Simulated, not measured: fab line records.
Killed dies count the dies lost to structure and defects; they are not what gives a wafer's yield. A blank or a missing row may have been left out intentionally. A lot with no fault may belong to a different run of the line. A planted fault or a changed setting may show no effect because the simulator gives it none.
fab line records | flow berkeley-cmos170
record lots=14 | wafers=42 | last-day=13
route steps=331 shown NWELL@31
lots that met no fault: taken from a fault-free run of the same line
start-h: hours from the record's first day to the start of the lot's first wafer shown | wait-h: hours since the lot's step before | " the same as in the row above | L1.1+2: several wafers, shown together as one row | - value missing, or start not given | * or withheld: withheld | < > ~ a bound
route shown NAME@n: names a module that has steps shown in the file, with the first one's number in the route | usual: mean/standard deviation taken from wafers without a fault | same: alike in all rows | chamber/n: place in a boat | sites: per-site readings | _std_site: the values' standard deviation | _edge_site: inner sites' mean taken away from outer sites' mean | radius-mm: for every site, how far away it sits from the centre of the wafer | mask NAME#n: copy n | behind: tool/chamber where the wafer was last shaped | hold: reason for holding the lot/hours on hold/outcome of the hold | device: transistor that didn't switch, given as n, p or np | end of line: tests of these same wafers at the route's end | for a step that has no rows: nothing shown but its recipe | killed: dies lost to structure and defects at the first sort, not the wafer's yield | map: dies across one wafer; x = killed, . = not, _ = none there
set.NAME: the run value of the setting; set.NAME@STEP: its run value at that earlier step | model.NAME: the simulator's own value behind a step, which no gauge read
a sample of lots followed through the steps of the route, with each step as a table and each wafer as a row
## steps
# step UCB170_NWELL_CLEAN_17
# recipe chemistry=SPM | temp-c=120 | time-s=600
# usual bath-guard-temp-C=119.9/0.48 | bath-heat-duty-pct=13.6/1.2 | time-s=600/0
lot.wafer | tool         | chamber | start-h | wait-h | bath-guard-temp-C | bath-heat-duty-pct | time-s
L990.1    | wet-bench-01 | 1       | 46.39   | 0.1    | 120.3             | 13.6               | 600
L990.4    | "            | 1       | "       | "      | 120.6             | 12.6               | 600
L990.6    | "            | 1       | "       | "      | 120.0             | 13.4               | 600
L991.2    | wet-bench-01 | 1       | 46.65   | 0.0    | 120.7             | 12.7               | 600
L991.3    | "            | 1       | "       | "      | 120.2             | 12.6               | 600
L991.6    | "            | 1       | "       | "      | 120.3             | 12.1               | 600
L992.2    | wet-bench-01 | 2       | 58.79   | 1.8    | 119.8             | 14.7               | 600
L992.3    | "            | 2       | "       | "      | 119.5             | 13.5               | 600
L992.5    | "            | 2       | "       | "      | 120.1             | 12.5               | 600
L995.1    | wet-bench-04 | 3       | 72.04   | 0.1    | 119.1             | 17.0               | 600
L995.2    | "            | 3       | "       | "      | 119.7             | 16.4               | 600
L995.4    | "            | 3       | "       | "      | 119.3             | 15.9               | 600
L996.3    | wet-bench-02 | 1       | 72.36   | 0.0    | 119.7             | 12.4               | 600
L996.5    | "            | 1       | "       | "      | 119.6             | 12.9               | 600
L996.6    | "            | 1       | "       | "      | 119.8             | 12.7               | 600
L997.1    | wet-bench-04 | 2       | 77.86   | 0.1    | 120.9             | 14.4               | 600
L997.2    | "            | 2       | "       | "      | 120.6             | 13.9               | 600
L997.6    | "            | 2       | "       | "      | 120.7             | 14.4               | 600
L998.2    | wet-bench-02 | 3       | 83.95   | 0.1    | 120.3             | 13.7               | 600
L998.3    | "            | 3       | "       | "      | 120.1             | 14.1               | 600
L998.4    | "            | 3       | "       | "      | 120.1             | 14.0               | 600
L999.1    | wet-bench-01 | 1       | 89.60   | 0.1    | -                 | -                  | -
L999.4    | "            | 1       | "       | "      | -                 | -                  | -
L999.6    | "            | 1       | "       | "      | -                 | -                  | -
L100.1    | wet-bench-01 | 2       | 96.23   | 0.1    | -                 | -                  | -
L100.3    | "            | 2       | "       | "      | -                 | -                  | -
L100.6    | "            | 2       | "       | "      | -                 | -                  | -
L104.1    | wet-bench-04 | 1       | 113.60  | 0.1    | 119.1             | 14.9               | 600
L104.2    | "            | 1       | "       | "      | 119.5             | 14.0               | 600
L104.3    | "            | 1       | "       | "      | 119.2             | 13.7               | 600
L107.1    | wet-bench-04 | 2       | 126.21  | 0.1    | 120.4             | 15.5               | 600
L107.4    | "            | 2       | "       | "      | 120.9             | 14.3               | 600
L107.6    | "            | 2       | "       | "      | 120.6             | 14.4               | 600
L110.1    | wet-bench-01 | 1       | 141.80  | 0.1    | 120.6             | 12.9               | 600
L110.4    | "            | 1       | "       | "      | 120.5             | 13.0               | 600
L110.5    | "            | 1       | "       | "      | 120.5             | 13.9               | 600
L111.2    | wet-bench-02 | 0       | 141.90  | 0.0    | 119.8             | 16.2               | 600
L111.4    | "            | 0       | "       | "      | 119.8             | 15.9               | 600
L111.6    | "            | 0       | "       | "      | 119.6             | 16.2               | 600
L112.4    | wet-bench-01 | 2       | 153.51  | 0.0    | 119.5             | 12.8               | 600
L112.5    | "            | 2       | "       | "      | 119.9             | 11.6               | 600
L112.6    | "            | 2       | "       | "      | 120.0             | 13.7               | 600
## key
first-sign step=UCB170_NWELL_CLEAN_17 | reading=tool-record | direction=missing
effect none on later readings
met-at UCB170_NWELL_CLEAN_17
struck-lots L999,L100
tester-left-out L999,L100
onset-between 58.79 89.60
fault kind=skipped-step-whole | tool=wet-bench-01 | chamber=- | onset-h=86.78 | steps=UCB170_NWELL_CLEAN_17 | scope=struck-lots-only
# tester-left-out: of these lots the tester's yield and bins aren't shown, on N5 and GAA mostly nor the transistor test; their killed dies are dies lost to structure and defects alone, not to doping, threshold or leakage, so they don't give the yield
